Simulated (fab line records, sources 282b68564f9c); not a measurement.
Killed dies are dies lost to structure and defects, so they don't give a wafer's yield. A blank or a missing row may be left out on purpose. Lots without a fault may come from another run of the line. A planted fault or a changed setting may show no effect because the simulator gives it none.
Which tool did it? | flow rit_cmos | 14 lots, 42 wafers sampled, at 4 steps of a route of 202

WHAT THE GAUGES READ, wafer by wafer
RIT_WELLDRIVE_RS_MEAS_02: measures by four-point-probe.
lot  | measured    | on            | PWELL_RS (ohm/sq)
L919 | day 2 06:58 | film_metro-03 | 430.8 430.5 429.7
L920 | day 2 11:14 | film_metro-03 | 432.8 431.4 432.5
L921 | day 2 15:19 | film_metro-01 | 430.8 431.2 431.2
L924 | day 3 07:17 | film_metro-04 | 430.4 430.2 429.8
L925 | day 3 12:23 | film_metro-04 | 428.4 429.1 429.6
L926 | day 3 16:36 | film_metro-03 | 430.6 430.2 429.3
L927 | day 3 21:24 | film_metro-03 | 429.4 430.0 429.9
L928 | day 4 02:28 | film_metro-04 | 430.0 428.9 429.6
L929 | day 4 08:25 | film_metro-04 | 430.3 430.8 431.3
L932 | day 5 00:15 | film_metro-04 | 429.8 430.7 430.5
L936 | day 5 18:59 | film_metro-03 | 431.4 430.9 430.7
L939 | day 6 12:32 | film_metro-04 | 430.9 431.5 430.9
L941 | day 6 21:58 | film_metro-01 | 430.5 430.6 430.3
L942 | day 7 04:01 | film_metro-01 | 431.8 431.5 432.2

RIT_PRETRO_TW_MEAS_10.
lot  | measured    | on            | PRETRO_TW
L919 | day 2 10:21 | film_metro-02 | 478 478 475
L920 | day 2 14:23 | film_metro-01 | 473 472 473
L921 | day 2 18:35 | film_metro-02 | 478 477 478
L924 | day 3 10:32 | film_metro-03 | 464 466 466
L925 | day 3 15:43 | film_metro-01 | 470 470 470
L926 | day 3 19:53 | film_metro-03 | 469 468 468
L927 | day 4 00:40 | film_metro-02 | 481 478 479
L928 | day 4 05:45 | film_metro-01 | 470 473 472
L929 | day 4 11:43 | film_metro-03 | 469 471 471
L932 | day 5 03:34 | film_metro-01 | 472 474 471
L936 | day 5 22:16 | film_metro-03 | 466 471 470
L939 | day 6 15:48 | film_metro-02 | 480 479 480
L941 | day 7 01:07 | film_metro-02 | 483 480 485
L942 | day 7 07:11 | film_metro-02 | 481 481 483

RIT_NLDD_TW_MEAS_10.
lot  | measured    | on            | NLDD_TW
L919 | day 2 21:44 | film_metro-04 | 2494 2496 2497
L920 | day 3 00:32 | film_metro-02 | 2526 2513 2511
L921 | day 3 05:50 | film_metro-01 | 2465 2470 2471
L924 | day 3 20:26 | film_metro-01 | 2448 2478 2474
L925 | day 4 04:04 | film_metro-01 | 2479 2471 2475
L926 | day 4 06:35 | film_metro-01 | 2481 2491 2469
L927 | day 4 14:17 | film_metro-02 | 2511 2521 2519
L928 | day 4 19:01 | film_metro-04 | 2508 2489 2493
L929 | day 4 22:22 | film_metro-04 | 2488 2492 2471
L932 | day 5 13:14 | film_metro-04 | 2475 2472 2490
L936 | day 6 08:28 | film_metro-04 | 2495 2476 2492
L939 | day 7 08:01 | film_metro-01 | 2468 2474 2470
L941 | day 7 17:37 | film_metro-02 | 2528 2546 2525
L942 | day 8 05:34 | film_metro-02 | 2521 2528 2530

WHICH TOOL RAN EACH LOT (tool, then ch and the chambers of the sampled wafers, then the start)
lot  | RIT_FOX1_OXIDATION_00
L919 | furnace-04 ch 0, day 1 18:12
L920 | furnace-01 ch 0, day 1 22:34
L921 | furnace-03 ch 0, day 2 03:12
L924 | furnace-03 ch 0, day 2 18:10
L925 | furnace-03 ch 0, day 2 23:07
L926 | furnace-03 ch 0, day 3 04:06
L927 | furnace-03 ch 0, day 3 08:23
L928 | furnace-01 ch 0, day 3 13:22
L929 | furnace-04 ch 0, day 3 19:01
L932 | furnace-04 ch 0, day 4 11:20
L936 | furnace-01 ch 0, day 5 06:14
L939 | furnace-01 ch 0, day 5 21:40
L941 | furnace-01 ch 0, day 6 07:49
L942 | furnace-04 ch 0, day 6 12:22
- RIT_FOX1_OXIDATION_00: target thk 350.7 nm, ox time 1130 s.

WHAT THE TOOLS THEMSELVES READ (means of the sampled wafers that have a number; where no wafer has one, the mark that the record gives instead)
RIT_FOX1_OXIDATION_00.
lot  | tool       | spike_tc_centre_C (C) | spike_tc_load_C (C) | spike_tc_source_C (C) | tube_center_temp_C (C) | tube_center_temp_C_max
L919 | furnace-04 | 1102.7                | 1129.2              | 1129.0                | 1100                   | 1103.2
L920 | furnace-01 | 1102.3                | 1125.1              | 1125.6                | 1100                   | 1102.6
L921 | furnace-03 | 1101.7                | 1123.7              | 1127.7                | 1100                   | 1103.1
L924 | furnace-03 | 1100.8                | 1123.5              | 1128.3                | 1100                   | 1103.1
L925 | furnace-03 | 1101.1                | 1123.9              | 1127.9                | 1100                   | 1102.8
L926 | furnace-03 | 1087.2                | 1108.8              | 1112.2                | 1085                   | 1088.2
L927 | furnace-03 | 1087.9                | 1108.1              | 1112.6                | 1085                   | 1088.1
L928 | furnace-01 | 1101.5                | 1125.5              | 1126.6                | 1100                   | 1103.2
L929 | furnace-04 | 1102.4                | 1128.8              | 1128.5                | 1100                   | 1102.3
L932 | furnace-04 | 1101.7                | 1129.0              | 1128.9                | 1100                   | 1103.2
L936 | furnace-01 | 1102.6                | 1126.0              | 1126.7                | 1100                   | 1103.0
L939 | furnace-01 | 1102.0                | 1125.8              | 1126.5                | 1100                   | 1102.8
L941 | furnace-01 | 1102.0                | 1126.3              | 1125.8                | 1100                   | 1103.6
L942 | furnace-04 | 1102.0                | 1129.2              | 1129.3                | 1100                   | 1102.7

THE ANSWER, worked out from the rows above alone
Rule: what is usual is taken from the lots themselves. Put in order of their means at a reading, lots are off if they are a third of the lots or fewer, leave a main group of 4 or more, and stand apart from it by a gap of 3 or more times the standard deviation of the main group's means; of several such gaps the widest counts. A main group whose means are all the same, to the digits that the tables above print for the reading, isn't used. A lot without any number at a reading at which 4 lots or more have one is off too. The other lots that the step has rows for count as sound. The gauges are gone through in route order, then the tools' own readings, and for those a lot's mean is taken as printed above. The first step at which some lot is off is used, and at that step the reading that is off furthest; a lot without a number counts as furthest.
Off: L926, L927, at RIT_FOX1_OXIDATION_00 (tube_center_temp_C_max). The main group: mean 1103.0, standard deviation 0.33.
A tool fits if, at that step or a process step before it, it ran every lot that is off, and no sound lot after the first of them. One fits: furnace-03 at RIT_FOX1_OXIDATION_00. Its last sound lot is L925 (day 2 23:07), its first lot that is off L926 (day 3 04:06): a fault that began between those two fits.
The tool's own readings at RIT_FOX1_OXIDATION_00 bear it out: on the lots that are off they differ by more than 5 times the standard deviation of the sound lots' means. spike_tc_centre_C reads 1087.6 C there against 1101.9 C on the sound lots; spike_tc_load_C reads 1108.4 C there against 1126.3 C on the sound lots; spike_tc_source_C reads 1112.4 C there against 1127.6 C on the sound lots; tube_center_temp_C reads 1085 C there against 1100 C on the sound lots; tube_center_temp_C_max reads 1088.2 there against 1103.0 on the sound lots.

WHAT THE SIMULATOR HAD PUT IN
Process parameter drift: furnace-03, from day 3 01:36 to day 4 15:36, at RIT_FOX1_OXIDATION_00. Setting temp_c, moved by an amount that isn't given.
Lots struck among those shown: L926, L927. The rule above found the same.
